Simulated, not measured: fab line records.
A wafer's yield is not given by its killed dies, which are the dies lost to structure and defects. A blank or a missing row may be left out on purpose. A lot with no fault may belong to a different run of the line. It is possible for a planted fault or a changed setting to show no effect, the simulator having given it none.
Which of the tools did it?    flow rit_cmos    Sampling: 7 lots, 21 wafers, 2 of 202 route steps

WHAT THE GAUGES READ, wafer by wafer
RIT_CONTACT_THK_MEAS_01.
lot   measured     on             CONTACT_TEOS_THK (nm)
L313  day 3 11:53  film_metro-03  416 415 418
L316  day 3 22:31  film_metro-03  412 422 418
L318  day 4 08:18  film_metro-03  414 418 420
L322  day 5 03:41  film_metro-01  572 412 408
L325  day 5 21:57  film_metro-02  414 423 589
L330  day 6 21:12  film_metro-01  408 409 410
L334  day 7 17:43  film_metro-01  407 412 410

EACH LOT AND THE TOOL THAT RAN IT (in order: tool; ch and the chambers of the sampled wafers; start)
lot   RIT_CONTACT_CVD_00
L313  pecvd-03 ch 0,2, day 3 11:50
L316  pecvd-03 ch 0,2, day 3 22:26
L318  pecvd-04 ch 0,1, day 4 08:14
L322  pecvd-03 ch 0,1,2, day 5 03:38
L325  pecvd-03 ch 0,1,2, day 5 21:53
L330  pecvd-04 ch 1,2, day 6 21:08
L334  pecvd-04 ch 0,1,2, day 7 17:39
- RIT_CONTACT_CVD_00: deposits SiO2 from TEOS, target thk 400 nm, time 63.41 s.

THE ANSWER, worked out from the rows above alone
Rule: the lots themselves supply what counts as usual. The widest of any qualifying gaps counts: lots, ordered by their means at a reading, are off when they make up no more than a third of the lots, leave a main group of 4 or more, and stand apart from it by 3 or more times the standard deviation of that group's means. Not used: any main group whose means are identical at the precision the tables above print for the reading. Also off: a lot with no number at a reading for which 4 or more lots have one. Where the step has rows for the other lots, those lots are counted as sound.
Off: at RIT_CONTACT_THK_MEAS_01 (CONTACT_TEOS_THK), L322, L325. Main group: mean 414 nm, sd 3.8.
A tool fits if, at a process step before that reading, it ran every lot that is off, and no sound lot after the first of them. Those tools and the gauges at RIT_CONTACT_THK_MEAS_01 are tried in the same way. One fits: RIT_CONTACT_CVD_00 on pecvd-03. Its last sound lot is L316 (day 3 22:26), its first lot that is off L322 (day 5 03:38): a fault that began between those two fits.

WHAT HAD BEEN PUT IN BY THE SIMULATOR
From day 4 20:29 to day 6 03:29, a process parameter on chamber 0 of pecvd-03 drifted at RIT_CONTACT_CVD_00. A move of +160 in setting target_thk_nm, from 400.
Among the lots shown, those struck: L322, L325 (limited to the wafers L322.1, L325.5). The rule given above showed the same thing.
